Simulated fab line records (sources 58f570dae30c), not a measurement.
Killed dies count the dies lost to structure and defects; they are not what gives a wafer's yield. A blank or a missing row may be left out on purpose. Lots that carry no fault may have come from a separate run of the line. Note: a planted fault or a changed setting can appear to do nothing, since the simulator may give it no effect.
A lot that was struck, set against a sound lot    flow berkeley cmos170    15 out of 331 route steps
Sound: wafers L173.1, L173.3, L173.4. The struck wafers were L174.1, L174.2, L174.5. The cause is named last.
Each step with rows lists, per side, the tool, then ch with its chambers, then its first start. Under that, the readings that differ: sound wafers    struck wafers    difference of the means    sigmas: that difference in standard deviations of wafers without a fault.
alike: readings with means less than 2 such deviations apart, plus words and numbers identical on both sides. not compared: withheld readings, readings lacking a value on some wafer, bounds such as >300 that could conceal the same value, and numbers that have no deviation in the record and whose values overlap.
A row with sigmas, a row that says differs or no value, or rows on one side alone: a step with any of these is where the two part. When numbers do not overlap yet have no deviation, they are printed without sigmas and do not part them. A reading that every wafer of one side lacks parts them only if that side has two wafers or more.

UCB170_M1_SPUTTER_00: material Al, target thk 600 nm, time 80 s.
  sound on pvd sputter-04 at day 9 00:56; struck on pvd sputter-02 at day 10 03:57
  alike: chamber pressure pa, throttle valve pct
UCB170_M1_RS_MEAS_01: measures by four-point-probe.
  sound on film metro-02 at day 9 01:00; struck on film metro-03 at day 10 04:01
reading            sound                 struck                difference  sigmas
M1_AL_RS (ohm/sq)  0.0472 0.0481 0.0475  0.0489 0.0490 0.0492  +0.0014     +2
UCB170_M1_THK_MEAS_02: measures by xrf.
  sound on film metro-02 at day 9 01:07; struck on film metro-03 at day 10 04:08
reading         sound        struck       difference  sigmas
M1_AL_THK (nm)  618 608 616  597 594 595  -19         -2
then, 6 steps without rows for these wafers: UCB170_M1_COAT_03; UCB170_M1_COAT_04 (resist thk 900 nm); UCB170_M1_SOFTBAKE_05 (time 60 s); UCB170_M1_EXPOSE_06 (exposes mask METAL1, target cd 700 nm); UCB170_M1_PEB_07; UCB170_M1_DEVELOP_08 (develop time 45 s).
UCB170_M1_CD_MEAS_09: the cd target is 700 nm.
  sound on cd sem-01 at day 9 02:09; struck on cd sem-02 at day 10 06:09
  alike: cd nm
UCB170_M1_OVL_MEAS_10:
  sound on overlay-01 at day 9 02:16; struck on overlay-01 at day 10 06:16
  alike: M1_OVL
UCB170_M1_ETCH_11: etches BARC in N2/H2.
  sound on rie diel-02 ch 0,1,3, day 9 02:19; struck on rie diel-01 ch 1,3, day 10 06:18
  alike: drypump motor current A, oes product au, rf fwd power W, throttle valve pct
UCB170_M1_METAL_ETCH_12: etches Al in Cl2/BCl3, stops on PSG, target depth 780 nm, time 130 s.
  sound on rie metal-01 ch 0,1, day 9 02:21; struck on rie metal-01 ch 0,1, day 10 06:20
reading                              sound              struck             difference  sigmas
rf fwd power W (W)                   596.5 596.3 597.8  523.6 525.7 526.5  -71.6       -45
model.KrF_of_M1_COAT_04.thk nm (nm)  433.8 426.5 427.5  468 474.3 473      +42         
  alike: drypump motor current A, oes product au, throttle valve pct
  not compared: rf hours counter h
UCB170_M1_STRIP_13: strips in O2.
  sound on plasma asher-03 ch 0,1, day 9 02:29; struck on plasma asher-02 ch 0,1, day 10 06:29
  alike: drypump motor current A, oes product au
  not compared: rf hours counter h
UCB170_M3_PROBE_99:
  the record holds rows for the sound wafers here (prober-01, day 9 19:17) but none for the struck ones

WHERE THEY PART
Earliest at UCB170_M1_RS_MEAS_01; latest, in this record, at UCB170_M3_PROBE_99.

WHY: the cause the simulator had injected
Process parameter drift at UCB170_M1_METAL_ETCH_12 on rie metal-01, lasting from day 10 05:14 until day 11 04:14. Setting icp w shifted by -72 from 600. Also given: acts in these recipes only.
